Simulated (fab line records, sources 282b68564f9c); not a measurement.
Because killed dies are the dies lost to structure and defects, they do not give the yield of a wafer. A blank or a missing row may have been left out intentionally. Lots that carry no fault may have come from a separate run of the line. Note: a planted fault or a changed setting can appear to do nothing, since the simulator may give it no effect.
Which tool is to blame?    flow rit_cmos    14 lots, 42 wafers sampled, at 3 steps of a route of 202

## WHAT THE GAUGES SHOWED, per wafer
RIT_PWELL_TW_MEAS_10.
lot   measured     on             PWELL_TW
L565  day 1 23:29  film_metro-01  966 969 964
L566  day 2 06:36  film_metro-03  943 950 951
L568  day 2 15:55  film_metro-03  946 945 949
L569  day 3 01:10  film_metro-01  963 955 962
L570  day 3 04:31  film_metro-01  968 963 964
L571  day 3 09:16  film_metro-02  947 950 954
L572  day 3 12:54  film_metro-03  942 941 944
L574  day 3 22:38  film_metro-01  963 961 964
L576  day 4 07:56  film_metro-01  968 974 970
L577  day 4 12:40  film_metro-01  971 973 970
L579  day 5 01:28  film_metro-03  1024 1028 1027
L580  day 5 05:46  film_metro-01  964 966 962
L583  day 5 19:16  film_metro-03  1035 1027 1028
L584  day 6 00:06  film_metro-03  949 945 947

RIT_WELLDRIVE_RS_MEAS_02: the measuring method here is four-point-probe.
lot   measured     on             PWELL_RS (ohm/sq)
L565  day 2 05:23  film_metro-01  430.4 429.1 429.8
L566  day 2 11:53  film_metro-03  431.2 430.8 431.6
L568  day 2 23:59  film_metro-03  430.4 428.9 431.5
L569  day 3 06:26  film_metro-02  428.9 428.8 427.8
L570  day 3 12:15  film_metro-01  428.7 429.3 429.4
L571  day 3 15:38  film_metro-01  431.2 433.2 432.3
L572  day 3 19:32  film_metro-03  431.1 429.0 430.2
L574  day 4 05:17  film_metro-02  428.4 429.4 429.2
L576  day 4 14:01  film_metro-01  429.9 429.5 430.2
L577  day 4 17:56  film_metro-03  430.0 429.4 429.5
L579  day 5 06:44  film_metro-03  366.5 365.2 364.6
L580  day 5 11:48  film_metro-01  429.7 429.9 429.9
L583  day 6 01:12  film_metro-03  365.8 366.0 365.8
L584  day 6 06:17  film_metro-01  429.5 430.3 429.6

## TOOL THAT RAN EACH LOT (tool first, then ch and the chambers of the sampled wafers, then the start)
lot   RIT_PWELL_IMPLANT_08
L565  implanter-04 ch 0, day 1 23:10
L566  implanter-02 ch 0, day 2 06:17
L568  implanter-03 ch 0, day 2 15:35
L569  implanter-04 ch 0, day 3 00:51
L570  implanter-03 ch 0, day 3 04:11
L571  implanter-04 ch 0, day 3 08:57
L572  implanter-03 ch 0, day 3 12:35
L574  implanter-04 ch 0, day 3 22:20
L576  implanter-02 ch 0, day 4 07:38
L577  implanter-04 ch 0, day 4 12:21
L579  implanter-04 ch 0, day 5 01:10
L580  implanter-03 ch 0, day 5 05:26
L583  implanter-04 ch 0, day 5 18:57
L584  implanter-03 ch 0, day 5 23:47
- RIT_PWELL_IMPLANT_08

## WHAT THE TOOLS THEMSELVES READ (means of the sampled wafers that have a number; where no wafer has one, the mark that the record gives instead)
RIT_PWELL_IMPLANT_08.
lot   tool          beam_on_s (s)  dose_ions_cm2  faraday_current_uA
L565  implanter-04  10.07          7e+13          220
L566  implanter-02  9.95           7e+13          223
L568  implanter-03  9.99           7e+13          223
L569  implanter-04  10.00          7e+13          222
L570  implanter-03  10.03          7e+13          221
L571  implanter-04  10.24          7e+13          216
L572  implanter-03  9.88           7e+13          224
L574  implanter-04  9.95           7e+13          223
L576  implanter-02  9.99           7e+13          221
L577  implanter-04  9.95           7e+13          223
L579  implanter-04  10.06          9e+13          287
L580  implanter-03  9.93           7e+13          224
L583  implanter-04  9.97           9e+13          289
L584  implanter-03  9.93           7e+13          224

## THE ANSWER, worked out from the rows above alone
Rule: what is usual is taken from the lots themselves. The widest of any qualifying gaps counts: lots, ordered by their means at a reading, are off when they make up no more than a third of the lots, leave a main group of 4 or more, and stand apart from it by 3 or more times the standard deviation of that group's means. A main group is skipped when, at the precision printed for the reading in the tables above, its means are all equal. A lot without any number at a reading at which 4 lots or more have one is off too. All remaining lots with rows at the step are treated as sound. Order of review: gauges by route order, followed by the tools' own readings, for which a lot's mean as printed above is used. The first step at which some lot is off is used, and at that step the reading that is off furthest; a lot without a number counts as furthest.
Off: at RIT_PWELL_TW_MEAS_10 (PWELL_TW), L579, L583. For the main group the mean is 958 and the standard deviation 9.9.
If a tool, at a process step before that reading, ran all the lots that are off and no sound lot after the first of them, it fits. The gauges at RIT_PWELL_TW_MEAS_10 aren't tried: what is off there is off at RIT_PWELL_IMPLANT_08 too, on other tools, and a gauge's error can't cause that. One fits: implanter-04 at RIT_PWELL_IMPLANT_08. Its last sound lot is L577 (day 4 12:21), its first lot that is off L579 (day 5 01:10): a fault that began between those two fits.
The tool's own readings at RIT_PWELL_IMPLANT_08 bear it out: on the lots that are off they differ by more than 5 times the standard deviation of the sound lots' means. dose_ions_cm2 reads 9e+13 there against 7e+13 on the sound lots; faraday_current_uA reads 288 there against 222 on the sound lots.

## WHAT THE SIMULATOR HAD INSERTED
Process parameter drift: implanter-04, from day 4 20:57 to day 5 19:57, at RIT_PWELL_IMPLANT_08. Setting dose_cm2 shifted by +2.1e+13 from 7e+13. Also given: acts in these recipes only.
Shown lots that were struck: L579, L583. The same result came from the rule above.
